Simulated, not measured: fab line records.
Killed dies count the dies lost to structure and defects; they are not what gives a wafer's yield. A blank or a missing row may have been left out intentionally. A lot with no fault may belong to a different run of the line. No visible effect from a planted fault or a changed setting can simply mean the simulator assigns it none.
Chamber matching	flow berkeleyCmos170	UCB170_V1_CMP_02 on cmp-01: 4 sister chambers
The step polishes SiO2. 20 wafers are shown with their chamber, then 10 later ones without.

WAFERS PAIRED WITH THEIR CHAMBERS
wafer	chamber	motorCurrentA (A)
L806.2	1	20.6
L806.4	3	17.7
L806.5	2	15.8
L808.1	2	15.5
L808.4	0	15.8
L808.5	1	21.3
L807.3	0	16.3
L807.4	3	17.3
L807.5	0	16.2
L811.1	0	16.4
L811.2	1	20.6
L811.4	3	18.1
L812.1	2	15.1
L812.2	1	20.7
L812.3	0	15.0
L813.1	3	17.5
L813.2	2	14.9
L813.4	1	21.5
L819.4	0	16.1
L819.5	1	20.3

SIGNATURES (averages over the wafers above)
reading	chamber 0	chamber 1	chamber 2	chamber 3	scatter within a chamber
motorCurrentA	15.967	20.833	15.325	17.650	0.45
Rule: distance of a wafer from a chamber = root of the sum over the readings of ((wafer's reading minus chamber's mean) / reading's scatter) squared. If the next closest chamber is less than 2 further off than the closest, the wafer can't be placed; otherwise it belongs to the closest. The scatter: take each reading less its chamber's mean, square it, sum over the shown wafers, divide by the number of wafers less the number of chambers, and take the root.

WAFERS MISSING THEIR CHAMBER
wafer	motorCurrentA (A)
L819.6	16.8
L823.1	19.8
L823.2	14.7
L823.5	16.9
L820.2	15.3
L820.5	20.9
L820.6	17.1
L827.2	14.5
L827.4	15.8
L827.5	15.3

WHICH CHAMBER EACH ONE RAN IN
wafer	from the rows above	in truth
L819.6	can't be placed: 0 or 3 or 2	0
L823.1	1	1
L823.2	can't be placed: 2 or 0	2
L823.5	can't be placed: 3 or 0 or 2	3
L820.2	can't be placed: 2 or 0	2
L820.5	1	1
L820.6	can't be placed: 3 or 0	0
L827.2	can't be placed: 2 or 0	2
L827.4	can't be placed: 0 or 2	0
L827.5	can't be placed: 2 or 0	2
2 of 10 placed correctly. Not placeable from these rows: 8 (in 8, the candidates include the true chamber). Wrongly placed: 0.
